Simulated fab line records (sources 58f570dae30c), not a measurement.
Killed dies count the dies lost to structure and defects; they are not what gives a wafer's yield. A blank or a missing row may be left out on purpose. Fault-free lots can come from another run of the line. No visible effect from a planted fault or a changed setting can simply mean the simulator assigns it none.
A single fault, viewed from 2 desks -- flow berkeleyCmos170 -- each desk has only its own numbers; what lay behind them comes last

## TOOL OWNER'S DESK, wetBench-04
The tool's own readings at UCB170_M3_STRIP_08 (strips KrF in DMSO, time 600 s): means of the sampled wafers that have a number, for each lot that ran on this tool. A lot is out of limits, marked OUT, if its mean lies more than 4 standard deviations from the usual mean; the brackets give that distance.
Columns: A = tempC at UCB170_M3_STRIP_08, usual 79.99 C
lot,first seen here,A
L360,day 8 12:04,80.20
L361,day 9 14:50,80.09
L363,day 10 05:07,80.02
L365,day 10 06:28,80.07
L364,day 10 06:45,80.01
L368,day 10 13:52,80.18
L366,day 10 14:46,79.95
L370,day 10 23:21,79.93
L371,day 11 07:58,79.96
L383,day 13 15:43,80.04
L382,day 15 07:02,79.96
This desk's verdict: no lot among the 11 shows anything out of limits.

## AT THE METROLOGY DESK
Lot by lot, what the gauges showed, no matter which tool ran the lot: averages of those sampled wafers that carry a number. A lot is out of limits, marked OUT, if its mean lies more than 4 standard deviations from the usual mean; the brackets give that distance.
Columns: A = cdNm at UCB170_V1_CD_MEAS_90, usual 699.8 nm; B = cdNm at UCB170_V2_CD_MEAS_12, usual 699.8 nm
lot,first seen here,A,B
L360,day 8 05:08,701.4,698.7
L361,day 9 05:35,700.2,699.6
L363,day 9 21:31,701.2,699.8
L365,day 9 22:13,698.3,700.6
L364,day 9 22:17,698.9,697.4
L367,day 10 04:05,699.0,700.2
L368,day 10 04:14,700.7,701.5
L366,day 10 04:19,699.4,700.5
L370,day 10 14:57,700.0,699.9
L371,day 11 00:14,697.4,697.1
L378,day 12 15:11,699.5,700.8
L381,day 12 15:40,699.5,699.5
L383,day 13 09:00,701.8,699.0
L382,day 14 20:14,700.9,700.5
This desk's verdict: no lot among the 14 shows anything out of limits.

## BROUGHT TOGETHER
The desk of the tool owner found nothing out of limits.
The metrology desk saw nothing out of limits.

## WHAT THE SIMULATOR HAD PUT IN
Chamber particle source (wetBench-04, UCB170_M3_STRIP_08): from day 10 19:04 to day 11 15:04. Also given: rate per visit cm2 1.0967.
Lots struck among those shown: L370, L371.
